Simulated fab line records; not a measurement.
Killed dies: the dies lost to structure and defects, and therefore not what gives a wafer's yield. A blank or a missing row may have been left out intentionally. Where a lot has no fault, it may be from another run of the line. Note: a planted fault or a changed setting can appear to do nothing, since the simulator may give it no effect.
fab line records | flow ritCmos
record: lots: 6 | wafers: 18 | lastDay: 7
route steps=202 shown SDANNEAL@156 PSD@157 NSD@158 PLDD@159 NLDD@160 SILICIDE@161 CONTACT@168
lots that met no fault: from a run of the same line without faults
startH: hours from the record's opening day to when the first of the lot's shown wafers began | waitH: time in hours since the lot's previous step | " unchanged from the row above | L1.1+2: a single row standing in for several wafers | - no value present, or no start provided | * or withheld: withheld | < > ~ a bound
route shown NAME@n: a module of which the file shows steps, and the number in the route of the first | usual: mean and standard deviation over wafers with no fault | same: alike in all rows | chamber/n: place in a boat | sites: per-site readings | _std_site: standard deviation of those values | _edge_site: mean of outer sites minus mean of inner sites | radiusMm: how far each site lies from the wafer's centre | mask NAME#n: copy n | behind: tool/chamber where the wafer was last shaped | hold: why the lot went on hold/how many hours it stayed there/how the hold came to an end | device: transistor that didn't switch, given as n, p or np | end of line: at the end of the route, the tests of the same wafers | where a step has no rows: the recipe by itself | killed: not the wafer's yield, but the dies lost to structure and defects at the first sort | map: per-die view of a wafer (x killed, . not killed, _ where there is no die)
set.NAME: the setting the step ran with; set.NAME@STEP: the setting that earlier step ran with | model.NAME: the simulator's own value behind a step, which no gauge read
lots seen at some steps along the route; tables by step, rows by wafer
services: the hour from which a tool's chamber was out of use, counted from the record's first day as startH (under 0 if before that day), plus the number of hours and why
== steps ==
step: RIT_SDANNEAL_RTA_03
recipe: tempC: 1050 | timeS: 5 | idleTempC: 600 | rampUpCPerS: 342 | rampDownCPerS: 171 | coolToC: 600 | ambient: N2
usual: wafer_temp_C_max: 1053.4/1
lot.wafer | tool         | chamber | startH | waitH | wafer_temp_C_max
L526.2    | rtpAnneal-01 | 0       | 60.46  | 0.0   | 1054.1
L526.4    | "            | 0       | "      | "     | 1051.7
L526.6    | "            | 0       | "      | "     | 1052.7
L527.1    | rtpAnneal-02 | 0       | 66.69  | 0.0   | 1053.4
L527.4    | "            | 0       | "      | "     | 1053.5
L527.6    | "            | 0       | "      | "     | 1052.5
L539.1    | rtpAnneal-02 | 0       | 127.06 | 0.0   | 1054.7
L539.4    | "            | 0       | "      | "     | 1053.6
L539.6    | "            | 0       | "      | "     | 1052.7
L542.1    | rtpAnneal-01 | 0       | 140.87 | 0.0   | 1053.5
L542.2    | "            | 0       | "      | "     | 1053.1
L542.5    | "            | 0       | "      | "     | 1053.1
L543.1    | rtpAnneal-02 | 0       | 146.10 | 0.0   | 1053.1
L543.2    | "            | 0       | "      | "     | 1052.5
L543.4    | "            | 0       | "      | "     | 1053.1
L546.1    | rtpAnneal-02 | 0       | 159.86 | 0.0   | 1052.4
L546.2    | "            | 0       | "      | "     | 1053.0
L546.5    | "            | 0       | "      | "     | 1053.7
step: RIT_SDANNEAL_RS_MEAS_04
recipe: thkMeasGauge: four-point-probe
usual: PSD_RS: 115.80/0.26
lot.wafer | tool         | chamber | startH | waitH | PSD_RS[ohm/sq]
L526.2    | filmMetro-02 | -       | 60.52  | 0.1   | 115.92
L526.4    | "            | -       | "      | "     | 116.05
L526.6    | "            | -       | "      | "     | 115.61
L527.1    | filmMetro-04 | -       | 66.75  | 0.0   | 116.00
L527.4    | "            | -       | "      | "     | 116.30
L527.6    | "            | -       | "      | "     | 116.39
L539.1    | filmMetro-02 | -       | 127.12 | 0.0   | 115.27
L539.4    | "            | -       | "      | "     | 115.30
L539.6    | "            | -       | "      | "     | 115.34
L542.1    | filmMetro-03 | -       | 140.92 | 0.0   | 115.71
L542.2    | "            | -       | "      | "     | 115.61
L542.5    | "            | -       | "      | "     | 115.80
L543.1    | filmMetro-02 | -       | 146.16 | 0.0   | 115.76
L543.2    | "            | -       | "      | "     | 116.16
L543.4    | "            | -       | "      | "     | 115.80
L546.1    | filmMetro-02 | -       | 159.92 | 0.0   | 115.81
L546.2    | "            | -       | "      | "     | 115.77
L546.5    | "            | -       | "      | "     | 115.84
step: RIT_SDANNEAL_RS_MEAS_05
recipe: thkMeasGauge: four-point-probe
usual: NSD_RS: 84.6/0.3
lot.wafer | tool         | chamber | startH | waitH | NSD_RS[ohm/sq]
L526.2    | filmMetro-02 | -       | 60.64  | 0.1   | 84.4
L526.4    | "            | -       | "      | "     | 85.0
L526.6    | "            | -       | "      | "     | 85.0
L527.1    | filmMetro-04 | -       | 66.87  | 0.1   | 84.4
L527.4    | "            | -       | "      | "     | 84.4
L527.6    | "            | -       | "      | "     | 84.2
L539.1    | filmMetro-02 | -       | 127.24 | 0.1   | 83.9
L539.4    | "            | -       | "      | "     | 84.4
L539.6    | "            | -       | "      | "     | 84.4
L542.1    | filmMetro-03 | -       | 141.04 | 0.1   | 85.2
L542.2    | "            | -       | "      | "     | 85.0
L542.5    | "            | -       | "      | "     | 85.0
L543.1    | filmMetro-02 | -       | 146.28 | 0.1   | 84.4
L543.2    | "            | -       | "      | "     | 84.7
L543.4    | "            | -       | "      | "     | 84.5
L546.1    | filmMetro-02 | -       | 160.04 | 0.1   | 84.4
L546.2    | "            | -       | "      | "     | 84.4
L546.5    | "            | -       | "      | "     | 84.3
step: RIT_SDANNEAL_RS_MEAS_06
recipe: thkMeasGauge: four-point-probe
usual: PLDD_RS: 178.5/0.46
lot.wafer | tool         | chamber | startH | waitH | PLDD_RS[ohm/sq]
L526.2    | filmMetro-02 | -       | 60.76  | 0.1   | 178.6
L526.4    | "            | -       | "      | "     | 179.1
L526.6    | "            | -       | "      | "     | 178.5
L527.1    | filmMetro-04 | -       | 66.99  | 0.1   | 179.4
L527.4    | "            | -       | "      | "     | 178.9
L527.6    | "            | -       | "      | "     | 179.1
L539.1    | filmMetro-02 | -       | 127.36 | 0.1   | 178.0
L539.4    | "            | -       | "      | "     | 177.6
L539.6    | "            | -       | "      | "     | 177.7
L542.1    | filmMetro-03 | -       | 141.16 | 0.1   | 178.8
L542.2    | "            | -       | "      | "     | 178.5
L542.5    | "            | -       | "      | "     | 178.8
L543.1    | filmMetro-02 | -       | 146.40 | 0.1   | 178.5
L543.2    | "            | -       | "      | "     | 178.6
L543.4    | "            | -       | "      | "     | 178.4
L546.1    | filmMetro-02 | -       | 160.16 | 0.1   | 178.3
L546.2    | "            | -       | "      | "     | 178.4
L546.5    | "            | -       | "      | "     | 177.9
step: RIT_SDANNEAL_RS_MEAS_07
recipe: thkMeasGauge: four-point-probe
usual: NLDD_RS: 151.5/0.55
lot.wafer | tool         | chamber | startH | waitH | NLDD_RS[ohm/sq]
L526.2    | filmMetro-02 | -       | 60.88  | 0.1   | 151.0
L526.4    | "            | -       | "      | "     | 151.0
L526.6    | "            | -       | "      | "     | 151.0
L527.1    | filmMetro-04 | -       | 67.11  | 0.1   | 151.5
L527.4    | "            | -       | "      | "     | 151.1
L527.6    | "            | -       | "      | "     | 151.4
L539.1    | filmMetro-02 | -       | 127.48 | 0.1   | 151.0
L539.4    | "            | -       | "      | "     | 151.4
L539.6    | "            | -       | "      | "     | 151.4
L542.1    | filmMetro-03 | -       | 141.28 | 0.1   | 152.5
L542.2    | "            | -       | "      | "     | 152.4
L542.5    | "            | -       | "      | "     | 151.9
L543.1    | filmMetro-02 | -       | 146.52 | 0.1   | 151.2
L543.2    | "            | -       | "      | "     | 151.5
L543.4    | "            | -       | "      | "     | 151.4
L546.1    | filmMetro-02 | -       | 160.28 | 0.1   | 152.1
L546.2    | "            | -       | "      | "     | 152.4
L546.5    | "            | -       | "      | "     | 152.1
step: RIT_SILICIDE_WET_ETCH_00
recipe: chemistry: BOE | target: SiO2 | targetDepthNm: 14 | timeS: 15 | dry: n2Spin | dilution: 10:1 | tempC: 21.5
step: RIT_SILICIDE_SPUTTER_01
recipe: material: Ti | targetThkNm: 30 | powerW: 350 | chamberPressurePa: 0.667 | gas: Ar | timeS: 240 | substrateTempC: 25
usual: throttleValvePct: 30.2/1.2
lot.wafer | tool          | chamber | startH | waitH | throttleValvePct
L526.2    | pvdSputter-02 | -       | 61.00  | 0.0   | 31.9
L526.4    | "             | -       | "      | "     | 31.5
L526.6    | "             | -       | "      | "     | 32.0
L527.1    | pvdSputter-01 | -       | 67.24  | 0.0   | 29.8
L527.4    | "             | -       | "      | "     | 30.4
L527.6    | "             | -       | "      | "     | 29.9
L539.1    | pvdSputter-02 | -       | 127.61 | 0.0   | 31.9
L539.4    | "             | -       | "      | "     | 31.1
L539.6    | "             | -       | "      | "     | 31.9
L542.1    | pvdSputter-01 | -       | 141.42 | 0.0   | 27.5
L542.2    | "             | -       | "      | "     | 30.6
L542.5    | "             | -       | "      | "     | 30.6
L543.1    | pvdSputter-03 | -       | 146.65 | 0.0   | 30.9
L543.2    | "             | -       | "      | "     | 29.4
L543.4    | "             | -       | "      | "     | 29.8
L546.1    | pvdSputter-02 | -       | 160.41 | 0.0   | 31.8
L546.2    | "             | -       | "      | "     | 30.8
L546.5    | "             | -       | "      | "     | 31.7
step: RIT_SILICIDE_RS_MEAS_02
recipe: thkMeasGauge: four-point-probe | reads: Ti_of_SILICIDE_SPUTTER_01
usual: SILICIDE_TI_RS: 47.7/0.75
lot.wafer | tool         | chamber | startH | waitH | SILICIDE_TI_RS[ohm/sq]
L526.2    | filmMetro-01 | -       | 61.17  | 0.1   | 48.8
L526.4    | "            | -       | "      | "     | 48.9
L526.6    | "            | -       | "      | "     | 48.1
L527.1    | filmMetro-02 | -       | 67.39  | 0.1   | 46.6
L527.4    | "            | -       | "      | "     | 47.9
L527.6    | "            | -       | "      | "     | 46.4
L539.1    | filmMetro-01 | -       | 127.76 | 0.1   | 47.7
L539.4    | "            | -       | "      | "     | 47.6
L539.6    | "            | -       | "      | "     | 48.1
L542.1    | filmMetro-02 | -       | 141.57 | 0.1   | 46.1
L542.2    | "            | -       | "      | "     | 47.0
L542.5    | "            | -       | "      | "     | 47.5
L543.1    | filmMetro-01 | -       | 146.80 | 0.1   | 47.8
L543.2    | "            | -       | "      | "     | 46.7
L543.4    | "            | -       | "      | "     | 47.2
L546.1    | filmMetro-01 | -       | 160.56 | 0.1   | 47.9
L546.2    | "            | -       | "      | "     | 47.3
L546.5    | "            | -       | "      | "     | 48.4
step: RIT_SILICIDE_THK_MEAS_03
recipe: thkMeasGauge: xrf | reads: Ti_of_SILICIDE_SPUTTER_01
usual: SILICIDE_TI_THK: 29.9/0.42
lot.wafer | tool         | chamber | startH | waitH | SILICIDE_TI_THK[nm]
L526.2    | filmMetro-01 | -       | 61.28  | 0.1   | 29.3
L526.4    | "            | -       | "      | "     | 29.3
L526.6    | "            | -       | "      | "     | 29.8
L527.1    | filmMetro-02 | -       | 67.51  | 0.1   | 30.6
L527.4    | "            | -       | "      | "     | 30.0
L527.6    | "            | -       | "      | "     | 30.7
L539.1    | filmMetro-01 | -       | 127.88 | 0.1   | 29.7
L539.4    | "            | -       | "      | "     | 29.9
L539.6    | "            | -       | "      | "     | 29.6
L542.1    | filmMetro-02 | -       | 141.69 | 0.1   | 30.7
L542.2    | "            | -       | "      | "     | 30.2
L542.5    | "            | -       | "      | "     | 29.9
L543.1    | filmMetro-01 | -       | 146.92 | 0.1   | 29.8
L543.2    | "            | -       | "      | "     | 30.4
L543.4    | "            | -       | "      | "     | 30.2
L546.1    | filmMetro-01 | -       | 160.68 | 0.1   | 29.9
L546.2    | "            | -       | "      | "     | 30.3
L546.5    | "            | -       | "      | "     | 29.4
step: RIT_SILICIDE_RTA_04
recipe: tempC: 650 | timeS: 10 | idleTempC: 25 | rampUpS: 5 | rampDownS: 5 | coolToC: 25 | ambient: N2
usual: wafer_temp_C_max: 654.5/1.3
lot.wafer | tool         | chamber | startH | waitH | wafer_temp_C_max
L526.2    | rtpAnneal-02 | 0       | 61.34  | 0.1   | 653.5
L526.4    | "            | 0       | "      | "     | 654.2
L526.6    | "            | 0       | "      | "     | 653.1
L527.1    | rtpAnneal-01 | 0       | 67.57  | 0.1   | 656.2
L527.4    | "            | 0       | "      | "     | 656.3
L527.6    | "            | 0       | "      | "     | 654.9
L539.1    | rtpAnneal-01 | 0       | 127.94 | 0.1   | 654.3
L539.4    | "            | 0       | "      | "     | 655.1
L539.6    | "            | 0       | "      | "     | 655.6
L542.1    | rtpAnneal-02 | 0       | 141.75 | 0.1   | 653.6
L542.2    | "            | 0       | "      | "     | 654.1
L542.5    | "            | 0       | "      | "     | 653.5
L543.1    | rtpAnneal-01 | 0       | 146.98 | 0.1   | 655.6
L543.2    | "            | 0       | "      | "     | 655.4
L543.4    | "            | 0       | "      | "     | 656.5
L546.1    | rtpAnneal-01 | 0       | 160.74 | 0.1   | 656.1
L546.2    | "            | 0       | "      | "     | 655.9
L546.5    | "            | 0       | "      | "     | 656.3
step: RIT_SILICIDE_WET_ETCH_05
recipe: chemistry: SPM | target: Ti | tempC: 90 | timeS: 120 | dry: n2Spin
step: RIT_SILICIDE_RTA_06
recipe: tempC: 750 | timeS: 10 | idleTempC: 25 | rampUpS: 5 | rampDownS: 10 | coolToC: 25 | ambient: N2
usual: wafer_temp_C_max: 755.2/1.6
lot.wafer | tool         | chamber | startH | waitH | wafer_temp_C_max
L526.2    | rtpAnneal-01 | 0       | 61.45  | 0.0   | 755.0
L526.4    | "            | 0       | "      | "     | 758.7
L526.6    | "            | 0       | "      | "     | 755.2
L527.1    | rtpAnneal-02 | 0       | 67.68  | 0.0   | 753.7
L527.4    | "            | 0       | "      | "     | 753.8
L527.6    | "            | 0       | "      | "     | 753.9
L539.1    | rtpAnneal-02 | 0       | 128.05 | 0.0   | 753.9
L539.4    | "            | 0       | "      | "     | 753.3
L539.6    | "            | 0       | "      | "     | 754.5
L542.1    | rtpAnneal-01 | 0       | 141.86 | 0.0   | 755.0
L542.2    | "            | 0       | "      | "     | 756.9
L542.5    | "            | 0       | "      | "     | 756.0
L543.1    | rtpAnneal-02 | 0       | 147.09 | 0.0   | 754.0
L543.2    | "            | 0       | "      | "     | 754.0
L543.4    | "            | 0       | "      | "     | 753.7
L546.1    | rtpAnneal-02 | 0       | 160.85 | 0.0   | 753.4
L546.2    | "            | 0       | "      | "     | 754.0
L546.5    | "            | 0       | "      | "     | 753.8
step: RIT_CONTACT_CVD_00
recipe: material: SiO2 | targetThkNm: 400 | precursor: TEOS | tempC: 390 | timeS: 61 | rfW: 400
usual: heaterPowerW: 292/70
lot.wafer | tool     | chamber | startH | waitH | heaterPowerW | model.SiO2_of_CONTACT_CVD_00.thkNm
L526.2    | pecvd-03 | 1       | 61.50  | 0.0   | 288          | 391.9
L526.4    | "        | 0       | "      | "     | 267          | 400.4
L526.6    | "        | 2       | "      | "     | 249          | 400.2
L527.1    | pecvd-01 | 0       | 67.75  | 0.1   | 305          | 396.2
L527.4    | "        | 0       | "      | "     | 313          | 404.3
L527.6    | "        | 0       | "      | "     | 346          | 403.6
L539.1    | pecvd-01 | 1       | 128.11 | 0.1   | 215          | 400.4
L539.4    | "        | 2       | "      | "     | 268          | 618.7
L539.6    | "        | 1       | "      | "     | 226          | 402.6
L542.1    | pecvd-01 | 2       | 141.92 | 0.1   | 322          | 613.8
L542.2    | "        | 1       | "      | "     | 228          | 402
L542.5    | "        | 2       | "      | "     | 324          | 618.1
L543.1    | pecvd-04 | 1       | 147.16 | 0.1   | 242          | 389.5
L543.2    | "        | 2       | "      | "     | 505          | 391.5
L543.4    | "        | 2       | "      | "     | 502          | 397.8
L546.1    | pecvd-04 | 2       | 160.91 | 0.1   | 471          | 388.5
L546.2    | "        | 1       | "      | "     | 272          | 384.2
L546.5    | "        | 0       | "      | "     | 330          | 406.9
step: RIT_CONTACT_THK_MEAS_01
recipe: reads: SiO2_of_CONTACT_CVD_00
usual: CONTACT_TEOS_THK: 398/5.8
lot.wafer | tool         | chamber | startH | waitH | CONTACT_TEOS_THK[nm]
L526.2    | filmMetro-04 | -       | 61.56  | 0.0   | 392
L526.4    | "            | -       | "      | "     | 401
L526.6    | "            | -       | "      | "     | 400
L527.1    | filmMetro-01 | -       | 67.82  | 0.1   | 396
L527.4    | "            | -       | "      | "     | 404
L527.6    | "            | -       | "      | "     | 404
L539.1    | filmMetro-01 | -       | 128.16 | 0.0   | 401
L539.4    | "            | -       | "      | "     | 619
L539.6    | "            | -       | "      | "     | 403
L542.1    | filmMetro-04 | -       | 141.97 | 0.0   | 614
L542.2    | "            | -       | "      | "     | 402
L542.5    | "            | -       | "      | "     | 618
L543.1    | filmMetro-04 | -       | 147.21 | 0.0   | 389
L543.2    | "            | -       | "      | "     | 392
L543.4    | "            | -       | "      | "     | 398
L546.1    | filmMetro-02 | -       | 160.97 | 0.0   | 388
L546.2    | "            | -       | "      | "     | 384
L546.5    | "            | -       | "      | "     | 407
step: RIT_CONTACT_HMDS_02
recipe: primeTimeS: 60 | primeTempC: 140
step: RIT_CONTACT_COAT_03
recipe: resist: NOVOLAK | spinRpm: 3250 | resistThkNm: 1000
step: RIT_CONTACT_SOFTBAKE_04
recipe: resist: NOVOLAK | tempC: 90 | timeS: 60
step: RIT_CONTACT_EXPOSE_05
recipe: maskId: M11 | na: 0.6 | sourceShape: conventional | sigmaOuter: 0.5 | targetCdNm: 1000 | doseMj: 250
step: RIT_CONTACT_PEB_06
recipe: resist: NOVOLAK | tempC: withheld | timeS: withheld
step: RIT_CONTACT_DEVELOP_07
recipe: resist: NOVOLAK | developTimeS: 120 | devTempC: 23
step: RIT_CONTACT_CD_MEAS_08
recipe: targetCdNm: 1000
usual: cdNm: 999.9/2.2
lot.wafer | tool     | chamber | startH | waitH | cdNm
L526.2    | cdSem-01 | -       | 62.72  | -     | 998.9
L526.4    | "        | -       | "      | "     | 995.7
L526.6    | "        | -       | "      | "     | 1000.6
L527.1    | cdSem-01 | -       | 68.97  | -     | 1001.3
L527.4    | "        | -       | "      | "     | 1000.7
L527.6    | "        | -       | "      | "     | 1002.4
L539.1    | cdSem-01 | -       | 129.35 | -     | 1004.0
L539.4    | "        | -       | "      | "     | 1003.7
L539.6    | "        | -       | "      | "     | 1001.8
L542.1    | cdSem-02 | -       | 143.00 | -     | 999.8
L542.2    | "        | -       | "      | "     | 1000.1
L542.5    | "        | -       | "      | "     | 1000.7
L543.1    | cdSem-01 | -       | 148.36 | -     | 998.2
L543.2    | "        | -       | "      | "     | 1000.3
L543.4    | "        | -       | "      | "     | 999.1
L546.1    | cdSem-01 | -       | 162.00 | -     | 1000.2
L546.2    | "        | -       | "      | "     | 999.4
L546.5    | "        | -       | "      | "     | 1001.0
step: RIT_CONTACT_OVL_MEAS_09
usual: CONTACT_OVL: -0.9/1.4
lot.wafer | tool       | chamber | startH | waitH | CONTACT_OVL[nm]
L526.2    | overlay-02 | -       | 62.83  | 0.1   | -3.6
L526.4    | "          | -       | "      | "     | -2.1
L526.6    | "          | -       | "      | "     | -1.8
L527.1    | overlay-01 | -       | 69.09  | 0.1   | -1.4
L527.4    | "          | -       | "      | "     | -0.4
L527.6    | "          | -       | "      | "     | 0.5
L539.1    | overlay-02 | -       | 129.47 | 0.1   | 3.6
L539.4    | "          | -       | "      | "     | 1.0
L539.6    | "          | -       | "      | "     | 2.7
L542.1    | overlay-02 | -       | 143.12 | 0.1   | -1.6
L542.2    | "          | -       | "      | "     | -2.8
L542.5    | "          | -       | "      | "     | -2.1
L543.1    | overlay-01 | -       | 148.48 | 0.1   | -2.1
L543.2    | "          | -       | "      | "     | -0.4
L543.4    | "          | -       | "      | "     | -2.2
L546.1    | overlay-01 | -       | 162.12 | 0.1   | -2.1
L546.2    | "          | -       | "      | "     | -0.1
L546.5    | "          | -       | "      | "     | -1.3
step: RIT_CONTACT_HARDBAKE_10
recipe: resist: NOVOLAK | tempC: 140 | timeS: 60
step: RIT_CONTACT_ETCH_11
recipe: targetDepthA: 4800 | overEtchFrac: 0.2 | stopOn: TiSi2 | chemistry: CHF3/CF4/Ar | target: SiO2 | CHF3_flow_sccm: 50 | cf4FlowSccm: 10 | Ar_flow_sccm: 100 | O2_flow_sccm: 5 | pressureMtorr: 100 | rfW: 200 | timeS: 320
usual: CHF3_flow_sccm: 49.99/0.15 | drypumpMotorCurrentA: 5.8/0.32 | oesProductAu: 0.990/0.012 | throttleValvePct: 8.90/0.12
lot.wafer | tool       | chamber | startH | waitH | CHF3_flow_sccm | drypumpMotorCurrentA | oesProductAu | rfHoursCounterH | throttleValvePct | model.etch.depthNm | model.CONTACT.featureDepthNm
L526.2    | rieDiel-01 | 2       | 63.01  | 0.1   | 49.96          | 5.7                  | 1.006        | 96              | 8.87             | 391.9              | 391.9
L526.4    | "          | 3       | "      | "     | 50.05          | 5.7                  | 0.967        | 131             | 8.70             | 400.4              | 400.4
L526.6    | "          | 1       | "      | "     | 50.07          | 5.3                  | 0.987        | -               | 8.94             | 400.2              | 400.2
L527.1    | rieDiel-03 | 1       | 69.28  | 0.1   | 49.79          | 6.0                  | 0.993        | 14              | 8.81             | 396.2              | 396.2
L527.4    | "          | 2       | "      | "     | 49.87          | 6.0                  | 1.000        | 7               | 9.04             | 404.3              | 404.3
L527.6    | "          | 0       | "      | "     | 49.88          | 5.9                  | 0.977        | -               | 8.92             | 403.6              | 403.6
L539.1    | rieDiel-01 | 1       | 129.66 | 0.1   | 49.75          | 5.3                  | 0.985        | 148             | 8.93             | 400.4              | 400.4
L539.4    | "          | 0       | "      | "     | 50.19          | 5.4                  | 0.989        | 76              | 8.88             | 474                | 474
L539.6    | "          | 3       | "      | "     | 49.99          | 5.8                  | 0.973        | -               | 8.70             | 402.6              | 402.6
L542.1    | rieDiel-04 | 1       | 143.31 | 0.1   | 49.99          | 5.5                  | 1.007        | 35              | 8.86             | 502.9              | 502.9
L542.2    | "          | 3       | "      | "     | 49.84          | 6.0                  | 0.995        | 5               | 8.85             | 402                | 402
L542.5    | "          | 3       | "      | "     | 49.82          | 6.0                  | 0.996        | -               | 8.84             | 491.3              | 491.3
L543.1    | rieDiel-01 | 2       | 148.67 | 0.1   | 50.21          | 5.7                  | 1.009        | 98              | 8.87             | 389.5              | 389.5
L543.2    | "          | 3       | "      | "     | 49.72          | 5.8                  | 0.977        | 133             | 8.70             | 391.5              | 391.5
L543.4    | "          | 0       | "      | "     | 50.27          | 5.4                  | 0.980        | 76              | 8.87             | 397.8              | 397.8
L546.1    | rieDiel-01 | 0       | 162.30 | 0.1   | 50.12          | 5.4                  | 0.987        | 76              | 8.85             | 388.5              | 388.5
L546.2    | "          | 2       | "      | "     | 50.14          | 5.7                  | 1.021        | 98              | 8.86             | 384.2              | 384.2
L546.5    | "          | 2       | "      | "     | 50.08          | 5.7                  | 1.007        | -               | 8.86             | 406.9              | 406.9
step: RIT_CONTACT_STRIP_12
recipe: chemistry: O2 | timeS: 180 | resist: NOVOLAK | platenTempC: withheld | powerW: 500 | pressureMtorr: 4000 | o2FlowSccm: 4000
usual: drypumpMotorCurrentA: 5.5/0.54
lot.wafer | tool           | chamber | startH | waitH | drypumpMotorCurrentA | rfHoursCounterH
L526.2    | plasmaAsher-03 | 0       | 63.20  | 0.1   | 4.9                  | 25
L526.4    | "              | 0       | "      | "     | 4.9                  | -
L526.6    | "              | 1       | "      | "     | 6.1                  | -
L527.1    | plasmaAsher-01 | 1       | 69.47  | 0.1   | 6.0                  | 43
L527.4    | "              | 1       | "      | "     | 5.9                  | -
L527.6    | "              | 0       | "      | "     | 5.2                  | -
L539.1    | plasmaAsher-03 | 1       | 129.85 | 0.1   | 6.1                  | 34
L539.4    | "              | 0       | "      | "     | 4.9                  | -
L539.6    | "              | 1       | "      | "     | 6.1                  | -
L542.1    | plasmaAsher-02 | 0       | 143.50 | 0.1   | 6.2                  | 2
L542.2    | "              | 1       | "      | "     | 4.9                  | 2
L542.5    | "              | 1       | "      | "     | 4.9                  | -
L543.1    | plasmaAsher-02 | 0       | 148.86 | 0.1   | 6.1                  | 2
L543.2    | "              | 1       | "      | "     | 4.9                  | 2
L543.4    | "              | 0       | "      | "     | 6.2                  | -
L546.1    | plasmaAsher-02 | 0       | 162.50 | 0.1   | 6.2                  | 4
L546.2    | "              | 1       | "      | "     | 4.9                  | 4
L546.5    | "              | 1       | "      | "     | 4.9                  | -
step: RIT_CONTACT_CD_MEAS_90
recipe: targetCdNm: 1000
usual: cdNm: 1000.1/2.2
lot.wafer | tool     | chamber | startH | waitH | cdNm
L526.2    | cdSem-02 | -       | 63.40  | 0.1   | 998.8
L526.4    | "        | -       | "      | "     | 995.3
L526.6    | "        | -       | "      | "     | 999.8
L527.1    | cdSem-01 | -       | 69.65  | 0.1   | 1001.5
L527.4    | "        | -       | "      | "     | 1000.8
L527.6    | "        | -       | "      | "     | 1001.8
L539.1    | cdSem-01 | -       | 130.03 | 0.1   | 1003.9
L539.4    | "        | -       | "      | "     | 1003.6
L539.6    | "        | -       | "      | "     | 1001.7
L542.1    | cdSem-02 | -       | 143.68 | 0.1   | 1000.7
L542.2    | "        | -       | "      | "     | 1000.4
L542.5    | "        | -       | "      | "     | 1001.1
L543.1    | cdSem-02 | -       | 149.04 | 0.1   | 997.6
L543.2    | "        | -       | "      | "     | 1000.4
L543.4    | "        | -       | "      | "     | 999.4
L546.1    | cdSem-02 | -       | 162.67 | 0.1   | 1000.6
L546.2    | "        | -       | "      | "     | 999.1
L546.5    | "        | -       | "      | "     | 1000.4
step: RIT_CONTACT_CLEAN_13
recipe: chemistry: SC1 | mix: 3:3:50 | timeS: 600 | tempC: 75
usual: bathGuardTempC: 75.2/0.63
lot.wafer | tool        | chamber | startH | waitH | bathGuardTempC | model.SiO2_of_CONTACT_CVD_00.thkNm
L526.2    | wetBench-04 | 1       | 63.50  | 0.1   | 74.9           | 387.7
L526.4    | "           | 1       | "      | "     | 75.2           | 396.3
L526.6    | "           | 1       | "      | "     | 74.7           | 396.1
L527.1    | wetBench-01 | 0       | 69.77  | 0.1   | 75.5           | 392.1
L527.4    | "           | 0       | "      | "     | 75.3           | 400.3
L527.6    | "           | 0       | "      | "     | 75.3           | 399.5
L539.1    | wetBench-04 | 0       | 130.15 | 0.1   | 75.7           | 396.3
L539.4    | "           | 0       | "      | "     | 75.8           | 614.6
L539.6    | "           | 0       | "      | "     | 76.1           | 398.5
L542.1    | wetBench-01 | 1       | 143.80 | 0.1   | 74.7           | 609.7
L542.2    | "           | 1       | "      | "     | 75.2           | 397.9
L542.5    | "           | 1       | "      | "     | 74.7           | 614.1
L543.1    | wetBench-03 | 2       | 149.16 | 0.1   | 74.5           | 385.4
L543.2    | "           | 2       | "      | "     | 74.3           | 387.4
L543.4    | "           | 2       | "      | "     | 74.1           | 393.7
L546.1    | wetBench-03 | 2       | 162.79 | 0.1   | 74.3           | 384.4
L546.2    | "           | 2       | "      | "     | 74.4           | 380.1
L546.5    | "           | 2       | "      | "     | 74.3           | 402.8
step: RIT_CONTACT_CLEAN_14
recipe: chemistry: SC2 | mix: 3:3:50 | timeS: 600 | tempC: 75 | dry: n2Spin
== services ==
tool           | chamber | startH | hours | kind
pvdSputter-01  | -       | 41.12  | 1.0   | repair
plasmaAsher-03 | -       | 44.61  | 4.5   | repair
rieDiel-01     | 3       | 45.19  | 7.3   | repair
rieDiel-03     | 2       | 46.45  | 9.0   | repair
rieDiel-04     | -       | 48.42  | 15.2  | repair
rieDiel-01     | 2       | 58.00  | 3.0   | repair
rieDiel-03     | 0       | 58.11  | 2.8   | repair
pecvd-01       | 2       | 65.10  | 3.7   | repair
rieDiel-03     | 1       | 72.59  | 11.7  | repair
pvdSputter-03  | -       | 73.85  | 2.0   | repair
rieDiel-03     | 2       | 83.28  | 2.2   | repair
rieDiel-04     | 0       | 83.70  | 4.1   | repair
rieDiel-03     | 3       | 103.44 | 3.8   | repair
plasmaAsher-02 | -       | 108.75 | 9.0   | pm
plasmaAsher-02 | 0       | 108.75 | 9.0   | ventCycle
plasmaAsher-02 | 1       | 108.75 | 9.0   | ventCycle
plasmaAsher-03 | -       | 110.13 | 0.6   | repair
pecvd-03       | 1       | 118.79 | 34.4  | repair
plasmaAsher-02 | -       | 120.17 | 14.6  | pm
pvdSputter-01  | -       | 129.90 | 4.9   | repair
pvdSputter-02  | -       | 134.37 | 15.5  | repair
rtpAnneal-01   | -       | 149.12 | 4.0   | pm
pecvd-03       | 0       | 150.90 | 11.9  | repair
rieDiel-01     | 1       | 159.11 | -     | clean
== key ==
firstSign: step: RIT_CONTACT_THK_MEAS_01 | reading: CONTACT_TEOS_THK | direction: up | sigmas: 38 | usual: 398 | struck: 617
effect none on later readings
modelEffect: step: RIT_CONTACT_CVD_00 | value: SiO2_of_CONTACT_CVD_00.thkNm | without: 404.7 | struck: 616.9
modelEffect: step: RIT_CONTACT_ETCH_11 | value: etch.depthNm | without: 404.7 | struck: 489.4
modelEffect: step: RIT_CONTACT_CLEAN_13 | value: SiO2_of_CONTACT_CVD_00.thkNm | without: 400.6 | struck: 612.8
metAt RIT_CONTACT_CVD_00
struckWafers L539.4,L542.1,L542.5
laterRowsLeftOut L539.4,L542.1,L542.5
sortLeftOut L539.4,L542.1,L542.5
testerLeftOut L539,L542
fault: kind: processParameterDrift | tool: pecvd-01 | chamber: 2 | onsetH: 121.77 | steps: RIT_CONTACT_CVD_00 | channel: targetThkNm | offset: 211.63 | shape: step | endH: 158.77 | stated: 400
testerLeftOut: of these lots the tester's yield and bins aren't shown, on N5 and GAA mostly nor the transistor test; their killed dies are dies lost to structure and defects alone, not to doping, threshold or leakage, so they don't give the yield
sortLeftOut: the simulated sort isn't trusted on such a fault, so these wafers' sort isn't shown, and their yield isn't known
laterRowsLeftOut: the simulator's readings of these wafers behind a module that went badly wrong aren't trusted and aren't shown, but for the sort
